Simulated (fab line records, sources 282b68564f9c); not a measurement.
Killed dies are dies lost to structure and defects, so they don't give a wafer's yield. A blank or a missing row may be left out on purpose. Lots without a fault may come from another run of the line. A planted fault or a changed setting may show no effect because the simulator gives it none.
Which tool did it? | flow rit_cmos | 15 lots, 45 wafers sampled, at 4 steps of a route of 202

WHAT THE GAUGES READ, wafer by wafer
RIT_PLDD_OVL_MEAS_06.
lot  | measured    | on         | PLDD_OVL (nm)
L561 | day 2 20:59 | overlay-01 | 3.0 -0.3 1.9
L562 | day 3 04:25 | overlay-01 | 0.9 0.2 3.2
L564 | day 3 11:42 | overlay-02 | -0.4 1.4 1.9
L565 | day 3 19:42 | overlay-02 | 1.2 -0.2 0.9
L567 | day 4 07:04 | overlay-02 | 0.5 -1.3 -1.5
L568 | day 4 09:37 | overlay-01 | 0.2 0.7 0.7
L569 | day 4 16:59 | overlay-01 | -1.5 -0.4 -1.0
L577 | day 6 05:47 | overlay-02 | 4.0 1.6 2.8
L579 | day 6 18:31 | overlay-02 | -2.3 1.0 -0.2
L580 | day 6 22:21 | overlay-02 | -2.7 -0.3 -2.0
L581 | day 7 00:26 | overlay-02 | -0.1 -0.5 0.2
L583 | day 7 13:58 | overlay-01 | 1.7 0.4 -0.2

WHICH TOOL RAN EACH LOT (tool, then ch and the chambers of the sampled wafers, then the start)
lot  | RIT_PWELL_STRIP_09                  | RIT_PRETRO_STRIP_09                 | RIT_GATE_STRIP_20
L561 | plasma_asher-04 ch 0,1, day 2 00:34 | plasma_asher-04 ch 0,1, day 2 09:07 | plasma_asher-01 ch 0,1, day 2 14:41
L562 | plasma_asher-02 ch 0,1, day 2 05:31 | plasma_asher-04 ch 0,1, day 2 15:31 | plasma_asher-03 ch 0,1, day 2 22:55
L564 | plasma_asher-02 ch 0,1, day 2 14:22 | plasma_asher-02 ch 0,1, day 2 22:57 | plasma_asher-01 ch 0,1, day 3 05:34
L565 | plasma_asher-02 ch 0,1, day 2 20:04 | plasma_asher-01 ch 0,1, day 3 04:37 | plasma_asher-01 ch 0,1, day 3 13:35
L567 | plasma_asher-02 ch 0, day 3 06:43   | plasma_asher-02 ch 1, day 3 16:07   | plasma_asher-01 ch 1, day 3 23:35
L568 | plasma_asher-03 ch 0,1, day 3 10:51 | plasma_asher-01 ch 0,1, day 3 19:32 | plasma_asher-01 ch 0,1, day 4 02:27
L569 | plasma_asher-04 ch 0,1, day 3 16:27 | plasma_asher-01 ch 0,1, day 4 01:00 | plasma_asher-03 ch 0,1, day 4 11:13
L570 | plasma_asher-04 ch 0,1, day 3 20:37 | plasma_asher-02 ch 0,1, day 4 05:20 | plasma_asher-01 ch 0,1, day 4 12:42
L571 | plasma_asher-02 ch 0,1, day 4 02:55 | plasma_asher-02 ch 0,1, day 4 13:07 | plasma_asher-04 ch 0,1, day 4 20:23
L572 | plasma_asher-04 ch 0,1, day 4 08:55 | plasma_asher-02 ch 0,1, day 4 18:11 | plasma_asher-01 ch 0,1, day 5 01:50
L577 | plasma_asher-04 ch 1, day 5 06:56   | plasma_asher-02 ch 0,1, day 5 17:19 | plasma_asher-04 ch 0,1, day 5 23:56
L579 | plasma_asher-02 ch 0,1, day 5 19:58 | plasma_asher-04 ch 0,1, day 6 06:11 | plasma_asher-01 ch 1, day 6 12:47
L580 | plasma_asher-03 ch 0,1, day 6 00:29 | plasma_asher-02 ch 1, day 6 10:38   | plasma_asher-01 ch 0,1, day 6 15:50
L581 | plasma_asher-03 ch 0,1, day 6 03:29 | plasma_asher-04 ch 0,1, day 6 12:13 | plasma_asher-01 ch 0,1, day 6 18:49
L583 | plasma_asher-04 ch 0,1, day 6 14:03 | plasma_asher-01 ch 0,1, day 6 23:59 | plasma_asher-03 ch 0,1, day 7 07:59
- RIT_PWELL_STRIP_09: strips in O2, time 180 s.
- RIT_PRETRO_STRIP_09: strips in O2, time 180 s.
- RIT_GATE_STRIP_20: strips in O2, time 180 s.

WHAT THE TOOLS THEMSELVES READ (means of the sampled wafers that have a number; where no wafer has one, the mark that the record gives instead)
RIT_PWELL_STRIP_09.
lot  | tool            | chamber_pressure_mTorr (mTorr) | drypump_motor_current_A (A) | o2_flow_sccm (sccm)
L561 | plasma_asher-04 | 4000                           | 5.55                        | 4007
L562 | plasma_asher-02 | 4001                           | 5.95                        | 4007
L564 | plasma_asher-02 | 4000                           | 6.05                        | 3998
L565 | plasma_asher-02 | 3997                           | 5.95                        | 3999
L567 | plasma_asher-02 | 4003                           | 5.84                        | 3997
L568 | plasma_asher-03 | 3995                           | 5.96                        | 3996
L569 | plasma_asher-04 | 3996                           | 5.47                        | 4001
L570 | plasma_asher-04 | 3999                           | 5.50                        | 3997
L571 | plasma_asher-02 | 4002                           | 5.96                        | 3992
L572 | plasma_asher-04 | 3998                           | 5.47                        | 3986
L577 | plasma_asher-04 | 4001                           | 5.56                        | 3984
L579 | plasma_asher-02 | 4000                           | 6.08                        | 3996
L580 | plasma_asher-03 | 4002                           | 5.89                        | 4004
L581 | plasma_asher-03 | 4000                           | 5.90                        | 3987
L583 | plasma_asher-04 | 4001                           | 5.47                        | 4003

RIT_PRETRO_STRIP_09.
lot  | tool            | chamber_pressure_mTorr (mTorr) | drypump_motor_current_A (A) | o2_flow_sccm (sccm)
L561 | plasma_asher-04 | 4004                           | 5.47                        | 4009
L562 | plasma_asher-04 | 3999                           | 5.46                        | 3999
L564 | plasma_asher-02 | 4001                           | 6.03                        | 3999
L565 | plasma_asher-01 | 4001                           | 5.76                        | 4008
L567 | plasma_asher-02 | 3998                           | 6.17                        | 3998
L568 | plasma_asher-01 | 4003                           | 5.76                        | 3997
L569 | plasma_asher-01 | 4002                           | 6.00                        | 3988
L570 | plasma_asher-02 | 4004                           | 6.03                        | 4011
L571 | plasma_asher-02 | 4000                           | 5.94                        | 4014
L572 | plasma_asher-02 | 3998                           | 6.03                        | 3994
L577 | plasma_asher-02 | 4000                           | 6.03                        | 4000
L579 | plasma_asher-04 | 3999                           | 5.52                        | 3995
L580 | plasma_asher-02 | 3999                           | 6.15                        | 3984
L581 | plasma_asher-04 | 4001                           | 5.52                        | 4008
L583 | plasma_asher-01 | 4001                           | 5.98                        | 3993

RIT_GATE_STRIP_20.
lot  | tool            | chamber_pressure_mTorr (mTorr) | drypump_motor_current_A (A) | o2_flow_sccm (sccm)
L561 | plasma_asher-01 | 4001                           | 6.00                        | 4133
L562 | plasma_asher-03 | 4000                           | 5.97                        | 4151
L564 | plasma_asher-01 | 3999                           | 6.01                        | 4159
L565 | plasma_asher-01 | 4002                           | 6.02                        | 4146
L567 | plasma_asher-01 | 3998                           | 5.55                        | 4147
L568 | plasma_asher-01 | 4002                           | 5.76                        | 4137
L569 | plasma_asher-03 | 4001                           | 5.95                        | 4142
L570 | plasma_asher-01 | -                              | -                           | -
L571 | plasma_asher-04 | -                              | -                           | -
L572 | plasma_asher-01 | -                              | -                           | -
L577 | plasma_asher-04 | 3999                           | 5.52                        | 4164
L579 | plasma_asher-01 | 4001                           | 5.55                        | 4160
L580 | plasma_asher-01 | 4004                           | 6.00                        | 4146
L581 | plasma_asher-01 | 3999                           | 5.76                        | 4150
L583 | plasma_asher-03 | 4003                           | 5.88                        | 4155

THE ANSWER, worked out from the rows above alone
Rule: what is usual is taken from the lots themselves. Put in order of their means at a reading, lots are off if they are a third of the lots or fewer, leave a main group of 4 or more, and stand apart from it by a gap of 3 or more times the standard deviation of the main group's means; of several such gaps the widest counts. A main group whose means are all the same, to the digits that the tables above print for the reading, isn't used. A lot without any number at a reading at which 4 lots or more have one is off too. The other lots that the step has rows for count as sound. The gauges are gone through in route order, then the tools' own readings, and for those a lot's mean is taken as printed above. The first step at which some lot is off is used, and at that step the reading that is off furthest; a lot without a number counts as furthest.
Off: L570, L571, L572, at RIT_GATE_STRIP_20 (chamber_pressure_mTorr). Without a number there: L570, L571, L572. The main group: mean 4001 mTorr, standard deviation 1.7.
A tool fits if, at that step or a process step before it, it ran every lot that is off, and no sound lot after the first of them. None of those tried fits.

WHAT THE SIMULATOR HAD PUT IN
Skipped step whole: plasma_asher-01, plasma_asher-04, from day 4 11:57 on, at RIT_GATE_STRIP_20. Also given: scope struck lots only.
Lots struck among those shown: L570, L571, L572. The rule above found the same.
